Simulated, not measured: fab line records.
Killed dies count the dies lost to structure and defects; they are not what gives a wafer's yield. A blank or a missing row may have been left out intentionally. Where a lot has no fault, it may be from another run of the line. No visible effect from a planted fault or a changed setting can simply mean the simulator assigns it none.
Which tool is to blame? | flow rit cmos | 14 lots, 42 wafers sampled, at 7 steps of a route of 202

## WHAT THE GAUGES SHOWED, per wafer
RIT_FOX2_THK_MEAS_01.
lot  | measured    | on            | FOX2_OXIDE_THK (nm)
L214 | day 1 21:20 | film metro-01 | 348 356 352
L215 | day 2 02:36 | film metro-01 | 352 353 357
L216 | day 2 05:25 | film metro-04 | 352 350 351
L217 | day 2 10:56 | film metro-01 | 346 346 345
L221 | day 3 08:00 | film metro-03 | 346 351 355
L222 | day 3 19:17 | film metro-01 | 346 345 344
L223 | day 3 22:07 | film metro-03 | 342 355 350
L224 | day 4 02:41 | film metro-03 | 351 345 349
L227 | day 4 16:22 | film metro-01 | 343 341 340
L228 | day 4 17:32 | film metro-03 | 357 350 361
L232 | day 5 15:40 | film metro-01 | 358 353 352
L235 | day 6 05:22 | film metro-03 | 346 343 347
L236 | day 6 10:51 | film metro-04 | 266 263 263
L237 | day 6 14:06 | film metro-01 | 268 271 267

RIT_FOX2_THK_MEAS_90.
lot  | measured    | on            | FIELD_OXIDE_LEFT_1_THK (nm)
L214 | day 1 22:12 | film metro-03 | 321 330 325
L215 | day 2 03:32 | film metro-04 | 324 326 330
L216 | day 2 06:22 | film metro-01 | 325 323 324
L217 | day 2 11:54 | film metro-04 | 319 319 317
L221 | day 3 08:57 | film metro-01 | 319 324 328
L222 | day 3 20:14 | film metro-04 | 319 318 317
L223 | day 3 22:59 | film metro-01 | 315 327 323
L224 | day 4 03:34 | film metro-01 | 323 317 321
L227 | day 4 17:14 | film metro-03 | 316 314 314
L228 | day 4 18:25 | film metro-03 | 329 323 334
L232 | day 5 16:37 | film metro-03 | 331 326 324
L235 | day 6 06:14 | film metro-01 | 318 315 319
L236 | day 6 11:44 | film metro-04 | 239 236 236
L237 | day 6 14:59 | film metro-01 | 241 244 240

RIT_PWELL_TW_MEAS_10.
lot  | measured    | on            | PWELL_TW
L214 | day 2 01:34 | film metro-04 | 941 947 947
L215 | day 2 06:46 | film metro-01 | 925 928 920
L216 | day 2 09:35 | film metro-04 | 947 947 939
L217 | day 2 15:13 | film metro-02 | 934 941 935
L221 | day 3 12:03 | film metro-02 | 944 944 939
L222 | day 3 23:35 | film metro-04 | 944 938 944
L223 | day 4 02:22 | film metro-01 | 923 930 928
L224 | day 4 07:08 | film metro-02 | 943 943 935
L227 | day 4 21:07 | film metro-02 | 940 940 940
L228 | day 4 22:17 | film metro-01 | 929 927 934
L232 | day 5 19:43 | film metro-02 | 941 938 941
L235 | day 6 09:53 | film metro-02 | 945 939 946
L236 | day 6 14:54 | film metro-04 | 943 944 940
L237 | day 6 18:12 | film metro-01 | 927 926 923

RIT_FOX2_THK_MEAS_91.
lot  | measured    | on            | FIELD_OXIDE_LEFT_2_THK (nm)
L214 | day 2 11:02 | film metro-03 | 253 261 256
L215 | day 2 15:56 | film metro-04 | 257 258 262
L216 | day 2 18:58 | film metro-04 | 258 255 256
L217 | day 3 00:41 | film metro-03 | 251 251 249
L221 | day 4 00:00 | film metro-03 | 251 257 261
L222 | day 4 08:33 | film metro-01 | 251 250 248
L223 | day 4 13:23 | film metro-01 | 247 259 255
L224 | day 4 16:17 | film metro-03 | 256 250 253
L227 | day 5 06:10 | film metro-04 | 248 246 245
L228 | day 5 09:36 | film metro-01 | 262 256 266
L232 | day 6 06:19 | film metro-03 | 263 258 257
L235 | day 6 19:42 | film metro-03 | 250 247 251
L236 | day 6 23:50 | film metro-01 | 170 168 167
L237 | day 7 06:49 | film metro-03 | 173 175 171

## WHAT TOOL EACH LOT RAN ON (gives the tool, then ch and the chambers of the sampled wafers, and finally the start)
lot  | RIT_ACTIVE_STRIP_14                 | RIT_FOX2_OXIDATION_00        | RIT_NWELL_STRIP_09
L214 | plasma asher-03 ch 0,1, day 1 15:04 | furnace-03 ch 0, day 1 19:59 | plasma asher-02 ch 0,1, day 1 23:37
L215 | plasma asher-01 ch 0,1, day 1 21:53 | furnace-04 ch 0, day 2 01:16 | plasma asher-02 ch 0,1, day 2 05:02
L216 | plasma asher-02 ch 0,1, day 2 01:25 | furnace-04 ch 0, day 2 04:05 | plasma asher-03 ch 0,1, day 2 07:55
L217 | plasma asher-02 ch 0,1, day 2 06:47 | furnace-04 ch 0, day 2 09:36 | plasma asher-03 ch 0,1, day 2 13:26
L221 | plasma asher-01 ch 1, day 3 01:58   | furnace-03 ch 0, day 3 06:40 | plasma asher-02 ch 0,1, day 3 10:19
L222 | plasma asher-02 ch 1, day 3 08:52   | furnace-03 ch 0, day 3 17:58 | plasma asher-03 ch 0,1, day 3 21:44
L223 | plasma asher-01 ch 0,1, day 3 12:46 | furnace-03 ch 0, day 3 20:47 | plasma asher-02 ch 0,1, day 4 00:33
L224 | plasma asher-01 ch 0,1, day 3 23:02 | furnace-01 ch 0, day 4 01:22 | plasma asher-02 ch 0,1, day 4 05:04
L227 | plasma asher-02 ch 0,1, day 4 09:29 | furnace-04 ch 0, day 4 15:03 | plasma asher-02 ch 0,1, day 4 18:51
L228 | plasma asher-02 ch 0,1, day 4 13:01 | furnace-03 ch 0, day 4 16:13 | plasma asher-03 ch 0,1, day 4 20:21
L232 | plasma asher-01 ch 0,1, day 5 10:21 | furnace-04 ch 0, day 5 14:20 | plasma asher-04 ch 0,1, day 5 18:01
L235 | plasma asher-03 ch 0,1, day 6 00:02 | furnace-01 ch 0, day 6 04:03 | plasma asher-03 ch 0,1, day 6 08:02
L236 | plasma asher-03 ch 0,1, day 6 05:46 | furnace-03 ch 0, day 6 09:32 | plasma asher-04 ch 0,1, day 6 13:07
L237 | plasma asher-02 ch 0,1, day 6 09:50 | furnace-03 ch 0, day 6 12:47 | plasma asher-02 ch 0,1, day 6 16:29
- RIT_ACTIVE_STRIP_14: strips in O2, time 180 s.
- RIT_FOX2_OXIDATION_00: target thk 350.7 nm, ox time 1130 s.
- RIT_NWELL_STRIP_09: strips in O2, time 180 s.

## WHAT THE TOOLS THEMSELVES READ (means of the sampled wafers that have a number; where no wafer has one, the mark that the record gives instead)
RIT_ACTIVE_STRIP_14.
lot  | tool            | drypump motor current A (A)
L214 | plasma asher-03 | 5.61
L215 | plasma asher-01 | 5.72
L216 | plasma asher-02 | 5.32
L217 | plasma asher-02 | 5.50
L221 | plasma asher-01 | 6.04
L222 | plasma asher-02 | 5.69
L223 | plasma asher-01 | 5.72
L224 | plasma asher-01 | 5.89
L227 | plasma asher-02 | 5.30
L228 | plasma asher-02 | 5.50
L232 | plasma asher-01 | 5.90
L235 | plasma asher-03 | 5.58
L236 | plasma asher-03 | 5.61
L237 | plasma asher-02 | 5.53

RIT_FOX2_OXIDATION_00.
lot  | tool       | ox temp c (C) | tube center temp C (C) | zone power centre pct (%)
L214 | furnace-03 | 1100.0        | 1100                   | 53
L215 | furnace-04 | 1099.8        | 1100                   | 61
L216 | furnace-04 | 1099.6        | 1100                   | 62
L217 | furnace-04 | 1100.3        | 1100                   | 61
L221 | furnace-03 | 1099.8        | 1100                   | 52
L222 | furnace-03 | 1100.1        | 1100                   | 53
L223 | furnace-03 | 1100.2        | 1100                   | 53
L224 | furnace-01 | 1100.4        | 1100                   | 54
L227 | furnace-04 | 1100.2        | 1100                   | 61
L228 | furnace-03 | 1100.1        | 1100                   | 53
L232 | furnace-04 | 1100.0        | 1100                   | 61
L235 | furnace-01 | 1099.3        | 1100                   | 53
L236 | furnace-03 | 1099.8        | 1100                   | 52
L237 | furnace-03 | 1100.5        | 1100                   | 52

RIT_NWELL_STRIP_09.
lot  | tool            | drypump motor current A (A)
L214 | plasma asher-02 | 5.32
L215 | plasma asher-02 | 5.51
L216 | plasma asher-03 | 5.60
L217 | plasma asher-03 | 5.60
L221 | plasma asher-02 | 5.47
L222 | plasma asher-03 | 5.59
L223 | plasma asher-02 | 5.30
L224 | plasma asher-02 | 5.29
L227 | plasma asher-02 | 5.50
L228 | plasma asher-03 | 5.57
L232 | plasma asher-04 | 5.85
L235 | plasma asher-03 | 5.61
L236 | plasma asher-04 | 5.85
L237 | plasma asher-02 | 5.49

## THE ANSWER, worked out from the rows above alone
Rule: the usual values come from the lots themselves. The widest of any qualifying gaps counts: lots, ordered by their means at a reading, are off when they make up no more than a third of the lots, leave a main group of 4 or more, and stand apart from it by 3 or more times the standard deviation of that group's means. The tables above print the reading to a certain number of digits; a main group whose means all agree to those digits is not used. A lot without any number at a reading at which 4 lots or more have one is off too. Any other lot the step has rows for is counted as sound. The gauges are gone through in route order, then the tools' own readings, and for those a lot's mean is taken as printed above. At the first step where some lot is off, the reading lying furthest off is the one used; lots without a number count as furthest.
Off: at RIT_FOX2_THK_MEAS_01 (FOX2_OXIDE_THK), L236, L237. Mean 349 nm and standard deviation 4.2 in the main group.
If a tool, at a process step before that reading, ran all the lots that are off and no sound lot after the first of them, it fits. The gauges at RIT_FOX2_THK_MEAS_01 are tried like those tools. One fits: furnace-03 at RIT_FOX2_OXIDATION_00. Its last sound lot is L228 (day 4 16:13), its first lot that is off L236 (day 6 09:32): a fault that began between those two fits.

## WHAT THE SIMULATOR PUT IN
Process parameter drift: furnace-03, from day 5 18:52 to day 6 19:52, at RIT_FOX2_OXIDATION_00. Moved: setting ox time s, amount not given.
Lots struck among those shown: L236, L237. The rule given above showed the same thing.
